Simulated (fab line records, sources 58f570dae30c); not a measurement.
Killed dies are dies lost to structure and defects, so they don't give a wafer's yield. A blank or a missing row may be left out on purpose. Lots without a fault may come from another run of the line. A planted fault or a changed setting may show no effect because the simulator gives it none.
A struck lot beside a sound one | flow berkeley_cmos170 | 14 steps out of a route of 331
Sound: wafers L196.3, L196.5, L196.6. Struck: wafers L206.2, L206.4, L206.5. The cause comes at the end.
At each step with rows: each side's tool, then ch and its chambers, then its first start. Under that, the readings that differ: sound wafers | struck wafers | difference of the means | sigmas: that difference in standard deviations of wafers without a fault.
alike: readings whose means differ by less than 2 such deviations, and words and numbers that are the same on both sides. not compared: withheld readings, readings that some wafer has no value for, bounds like >300 that may hide the same value, and numbers for which the record gives no deviation and whose values overlap.
The two part at a step that has a row with sigmas, a row that says differs or no value, or rows on one side only. Numbers that don't overlap but have no deviation are shown without sigmas and don't part them. A reading that every wafer of one side lacks parts them only if that side has two wafers or more.

UCB170_CONTACT_ETCH_17: etches BARC in N2/H2.
  sound on rie_diel-01 ch 0,3, day 7 11:53; struck on rie_diel-04 ch 0,1,2, day 9 10:20
  alike: drypump_motor_current_A, oes_product_au, throttle_valve_pct
UCB170_CONTACT_ETCH_18: etches PSG in CHF3/CF4/Ar, stops on TiSi2, target depth 840 nm, time 195 s.
  sound on rie_diel-01 ch 0,3; struck on rie_diel-04 ch 0,1,2
  alike: cf4_flow_sccm, drypump_motor_current_A, oes_product_au, throttle_valve_pct
  not compared: rf_hours_counter_h
UCB170_CONTACT_STRIP_19: strips in O2.
  sound on plasma_asher-02 ch 0,1, day 7 12:05; struck on plasma_asher-03 ch 0,1, day 9 10:30
  alike: drypump_motor_current_A, oes_product_au
  not compared: rf_hours_counter_h
UCB170_CONTACT_CD_MEAS_90: target cd 700 nm.
  sound on cd_sem-01, day 7 12:11; struck on cd_sem-02, day 9 10:37
  alike: cd_nm
then, 1 step without rows for these wafers: UCB170_CONTACT_CLEAN_20 (cleans in SPM, time 600 s).
UCB170_M1_SPUTTER_00: material Al, target thk 600 nm, time 80 s.
  sound on pvd_sputter-01, day 7 12:27; struck on pvd_sputter-01, day 9 10:55
  alike: throttle_valve_pct
UCB170_M1_RS_MEAS_01: measures by four-point-probe.
  sound on film_metro-02, day 7 12:33; struck on film_metro-04, day 9 11:00
  alike: M1_AL_RS
UCB170_M1_THK_MEAS_02: measures by xrf.
  sound on film_metro-02, day 7 12:39; struck on film_metro-04, day 9 11:07
  reading        | sound       | struck      | difference | sigmas
  M1_AL_THK (nm) | 581 580 592 | 601 599 606 | +18        | +2
then, 4 steps without rows for these wafers: UCB170_M1_COAT_03; UCB170_M1_COAT_04 (resist thk 900 nm); UCB170_M1_SOFTBAKE_05 (time 60 s); UCB170_M1_EXPOSE_06 (exposes mask METAL1, target cd 700 nm).
UCB170_M1_PEB_07:
  sound on litho_track-03 ch 0, day 7 13:19; struck on litho_track-04, day 9 11:52
  no value came back on the struck wafers for chill_plate_temp_C (C), exhaust_pa (Pa); on the sound wafers chill_plate_temp_C (C) reads 23.02 23.11 23.13
then, 1 step without rows for these wafers: UCB170_M1_DEVELOP_08 (develop time 45 s).

WHERE THEY PART
First at UCB170_M1_THK_MEAS_02; last, within this record, at UCB170_M1_PEB_07.

WHY: what the simulator had put in
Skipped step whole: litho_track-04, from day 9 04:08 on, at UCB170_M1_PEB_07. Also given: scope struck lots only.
